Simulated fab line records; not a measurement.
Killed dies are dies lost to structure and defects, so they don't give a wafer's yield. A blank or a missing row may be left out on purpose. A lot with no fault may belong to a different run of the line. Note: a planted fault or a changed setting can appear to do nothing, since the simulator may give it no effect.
Struck lot and sound lot, side by side ; flow rit_cmos ; 17 steps out of a route of 202
Sound: the wafers L348.1, L348.4, L348.5. Wafers struck: L354.2, L354.5, L354.6. The cause is named last.
For every step that has rows: the tool of each side, followed by ch and its chambers, followed by its first start. Under that, the readings that differ: sound wafers ; struck wafers ; difference of the means ; sigmas: that difference in standard deviations of wafers without a fault.
alike: readings with means less than 2 such deviations apart, plus words and numbers identical on both sides. not compared: withheld readings, readings lacking a value on some wafer, bounds such as >300 that could conceal the same value, and numbers that have no deviation in the record and whose values overlap.
The two part at a step that has a row with sigmas, a row that says differs or no value, or rows on one side only. Numbers that have no deviation but don't overlap get no sigmas and don't part them. A reading that every wafer of one side lacks parts them only if that side has two wafers or more.

first, 4 steps without rows for these wafers: RIT_NWELL_SOFTBAKE_02 (time 60 s); RIT_NWELL_EXPOSE_03 (exposes mask M2, target cd 43900 nm); RIT_NWELL_PEB_04; RIT_NWELL_DEVELOP_05 (develop time 68 s).
RIT_NWELL_OVL_MEAS_06:
  struck on overlay-01, day 3 12:40; sound on overlay-02, day 2 06:55
  alike: NWELL_OVL
then, 2 steps without rows for these wafers: RIT_NWELL_HARDBAKE_07 (time 120 s); RIT_NWELL_IMPLANT_08.
RIT_NWELL_STRIP_09: strips in O2, time 180 s.
  sound on plasma_asher-04 ch 0, day 2 07:22; struck on plasma_asher-04 ch 0,1, day 3 13:06
  alike: drypump_motor_current_A, o2_flow_sccm, rf_refl_power_W
  not compared: rf_hours_counter_h
RIT_NWELL_TW_MEAS_10:
  struck on film_metro-02, day 3 13:17; sound on film_metro-04, day 2 07:32
  alike: NWELL_TW
then, 3 steps without rows for these wafers: RIT_PWELL_HMDS_00 (prime time 60 s); RIT_PWELL_COAT_01 (resist thk 1300 nm); RIT_PWELL_SOFTBAKE_02 (time 60 s).
RIT_PWELL_EXPOSE_03: exposes mask M3, target cd 43700 nm.
  sound on iline_stepper-01 ch 0, day 2 08:10; struck on iline_stepper-01 ch 0, day 3 14:01
reading;sound;struck;difference;sigmas
model.PWELL.overlay_x_nm (nm);-0.7616 -0.7616 -0.7616;359.2 359.2 359.2;+360.0;
  alike: mask
then, 2 steps without rows for these wafers: RIT_PWELL_PEB_04; RIT_PWELL_DEVELOP_05 (develop time 68 s).
RIT_PWELL_OVL_MEAS_06:
  struck on overlay-02, day 3 14:40; sound on overlay-01, day 2 08:36
reading;sound;struck;difference;sigmas
PWELL_OVL (nm);-1.1 0.1 0.4;359.2 359.0 356.7;+358.5;+99 or more
  not compared: hold
following that, these wafers have no rows for 1 step: RIT_M1_PROBE_99.

## WHERE THEY PART
At RIT_PWELL_OVL_MEAS_06 and nowhere else, as far as this record goes.

WHY: what the simulator had put in
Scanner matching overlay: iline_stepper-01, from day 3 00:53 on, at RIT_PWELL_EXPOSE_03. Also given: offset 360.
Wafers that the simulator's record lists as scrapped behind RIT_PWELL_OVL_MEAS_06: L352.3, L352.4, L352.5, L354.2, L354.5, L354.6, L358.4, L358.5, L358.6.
